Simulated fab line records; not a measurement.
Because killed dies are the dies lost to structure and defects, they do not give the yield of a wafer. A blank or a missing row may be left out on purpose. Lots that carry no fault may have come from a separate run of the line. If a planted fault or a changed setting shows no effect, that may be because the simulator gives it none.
Lot-split experiment | flow berkeley_cmos170 | 23 wafers read across 5 lots, on a route 331 steps long

## THE SPLIT
At UCB170_NWELL_COAT_07 (resist thk 900 nm), the setting resist_thk_nm was moved away from the recipe's 900 nm on 10 of the 23 wafers read, by -6.0% to +3.7%. For the rest of the wafers, this setting stayed at what the recipe calls for.

## THE PATH FROM SPLIT TO READING: the file shows 1 step between them
- UCB170_NWELL_DEVELOP_11: develop time 45 s (also split here: dev_temp_c)

## THE READING
KrF_of_NWELL_COAT_07.thk_nm (the simulator's own value, which no gauge read), in nm, at UCB170_NWELL_ETCH_13 (etches Si3N4 in CH3F/Ar/O2, stops on SiO2, target depth 246.4 nm, time 154 s). There is no usual value for it anywhere in the file. Average 723.8 nm, standard deviation 2.1 nm, over the 13 wafers here run with the recipe.

wafer  | tool, chamber at the split | resist_thk_nm as run, nm | against the recipe | KrF_of_NWELL_COAT_07.thk_nm, nm | against lot-mates on the recipe
L076.1 | litho_track-04, 0          | 846.3                    | -6.0%              | 666.3                           | -55.0
L076.2 | litho_track-04, 0          | 900                      | recipe             | 719.3                           | -
L076.3 | litho_track-04, 0          | 846.3                    | -6.0%              | 670.6                           | -50.7
L076.4 | litho_track-04, 0          | 900                      | recipe             | 722.1                           | -
L076.5 | litho_track-04, 0          | 900                      | recipe             | 722.6                           | -
L080.2 | litho_track-02, 0          | 933                      | +3.7%              | 765.4                           | +40.1
L080.3 | litho_track-02, 0          | 900                      | recipe             | 725.4                           | -
L080.4 | litho_track-02, 0          | 900                      | recipe             | 725.2                           | -
L080.5 | litho_track-02, 0          | 933                      | +3.7%              | 760.9                           | +35.6
L080.6 | litho_track-02, 0          | 933                      | +3.7%              | 759.3                           | +34.0
L081.1 | litho_track-02, 0          | 859.4                    | -4.5%              | 681.2                           | -43.2
L081.2 | litho_track-02, 0          | 900                      | recipe             | 723.1                           | -
L081.4 | litho_track-02, 0          | 859.4                    | -4.5%              | 683.6                           | -40.9
L081.5 | litho_track-02, 0          | 859.4                    | -4.5%              | 682.2                           | -42.2
L081.6 | litho_track-02, 0          | 900                      | recipe             | 725.8                           | -
L082.1 | litho_track-01, 0          | 900                      | recipe             | 725.7                           | -
L082.3 | litho_track-01, 0          | 873.1                    | -3.0%              | 701.5                           | -23.5
L082.4 | litho_track-01, 0          | 900                      | recipe             | 727.4                           | -
L082.5 | litho_track-01, 0          | 900                      | recipe             | 721.9                           | -
L082.6 | litho_track-01, 0          | 873.1                    | -3.0%              | 695                             | -30.0
L084.2 | litho_track-01, 0          | 900                      | recipe             | 723.4                           | -
L084.4 | litho_track-01, 0          | 900                      | recipe             | 724.3                           | -
L084.6 | litho_track-01, 0          | 900                      | recipe             | 722.9                           | -

FIT RESULTS
A straight line over all 23 wafers: KrF_of_NWELL_COAT_07.thk_nm changes by +9.52 nm for each +1% of resist_thk_nm; r = +1.00; the points scatter about the line by 2.6 nm.
The same after taking each lot's own level away (the mean of its wafers on the recipe; 23 wafers): +9.33 nm for each +1%; r = +1.00; scatter 2.2 nm.
The reading moves by 56 nm for the largest change in resist_thk_nm, on that fit.
Across the lots, their own levels run from 721.33 to 725.30 nm, a range of 1.9 times the standard deviation given above.
The two slopes agree, so the slope changes little with the lot-to-lot level.
Check: for one of the wafers moved furthest among these (-6.0%), held out of the fit, the line's prediction against its lot-mates is -55 nm. Against them it came out at -55 nm.

## ADDITIONAL SPLITS CARRIED BY THESE WAFERS
Before the reading, these wafers also passed through other splits. Each is held against what the fit with the lots' levels taken away leaves over:
other split on the same wafers     | wafers away from the commonest value | r with KrF_of_NWELL_COAT_07.thk_nm (lot level and that fit taken away)
UCB170_ZERO_COAT_01 resist_thk_nm  | 5                                    | +0.22
UCB170_ZERO_DEVELOP_05 dev_temp_c  | 8                                    | -0.33
UCB170_NWELL_DEVELOP_11 dev_temp_c | 8                                    | +0.33

## THE WHOLE CHAIN: every reading that the file lists as answering this split, in the file's order
step                  | what it does                                                                 | reading                                                                      | change (the file's fit)              | r (the file's)
UCB170_NWELL_COAT_07  | resist thk 900 nm                                                            | KrF_of_NWELL_COAT_07.thk_nm (the simulator's own value, which no gauge read) | +9.01 nm for each +1% of the setting | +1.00
UCB170_NWELL_ETCH_13  | etches Si3N4 in CH3F/Ar/O2, stops on SiO2, target depth 246.4 nm, time 154 s | KrF_of_NWELL_COAT_07.thk_nm (the simulator's own value, which no gauge read) | +9.19 nm for each +1% of the setting | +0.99
UCB170_NWELL_STRIP_15 | strips in O2                                                                 | strip_time_to_endpoint_s                                                     | withheld for each +1% of the setting | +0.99

## FILE'S OWN FIT
KrF_of_NWELL_COAT_07.thk_nm changes by +9.19 nm for each +1% of resist_thk_nm, r = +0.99.
